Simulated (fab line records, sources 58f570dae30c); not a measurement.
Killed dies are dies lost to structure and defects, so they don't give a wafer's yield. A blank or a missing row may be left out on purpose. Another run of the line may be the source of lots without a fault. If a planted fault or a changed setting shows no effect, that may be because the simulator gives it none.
Matching of chambers	flow berkeley_cmos170	UCB170_PWELL_ETCH_14 on rie_diel-03: 4 sister chambers
The step etches Si3N4 in CH3F/Ar/O2, stops on SiO2, target depth 242 nm, time 151 s. 14 wafers are shown with their chamber, then 7 later ones without.

== WAFERS WITH THEIR CHAMBER ==
wafer	chamber	throttle_valve_pct (%)	drypump_motor_current_A (A)	oes_product_au (a.u.)
L419.2	3	7.86	5.5	0.951
L419.4	3	7.85	5.5	0.944
L419.5	2	8.24	5.7	0.932
L424.1	2	8.23	5.7	0.931
L424.2	1	7.91	6.0	0.920
L424.6	0	7.97	6.0	0.950
L428.2	2	8.23	5.7	0.935
L428.3	0	7.96	6.1	0.937
L428.6	2	8.23	5.7	0.942
L430.1	0	7.95	6.0	0.939
L430.3	2	8.23	5.6	0.932
L430.6	2	8.23	5.7	0.944
L431.1	1	7.90	6.0	0.919
L431.5	2	8.23	5.7	0.925

SIGNATURES (averages over the wafers above)
reading	chamber 0	chamber 1	chamber 2	chamber 3	scatter within a chamber
throttle_valve_pct	7.9600	7.9050	8.2314	7.8550	0.00621
drypump_motor_current_A	6.033	6.000	5.686	5.500	0.039
oes_product_au	0.94200	0.91950	0.93443	0.94750	0.0062
Rule: for a wafer and a chamber, the distance is found by dividing, reading by reading, the gap between the wafer's reading and the chamber's mean by the reading's scatter, squaring, summing and taking the root. The wafer belongs to the nearest chamber; if the next one is less than 2 further off, it can't be placed. The scatter is the square root of a quotient: the sum, over the shown wafers, of each reading's squared deviation from its chamber's mean, divided by wafers minus chambers.

== WAFERS MISSING THEIR CHAMBER ==
wafer	throttle_valve_pct (%)	drypump_motor_current_A (A)	oes_product_au (a.u.)
L431.6	7.89	6.0	0.922
L432.1	7.91	6.0	0.926
L432.4	7.96	6.0	0.940
L432.5	7.88	5.5	0.943
L436.2	7.96	6.0	0.947
L436.5	8.23	5.7	0.933
L436.6	7.96	6.0	0.950

== EACH ONE'S CHAMBER ==
wafer	from the rows above	in truth
L431.6	1	1
L432.1	1	1
L432.4	0	0
L432.5	3	3
L436.2	0	0
L436.5	2	2
L436.6	0	0
Correct placement for 7 of the 7. Not placeable from these rows: 0. Placed wrongly: 0.
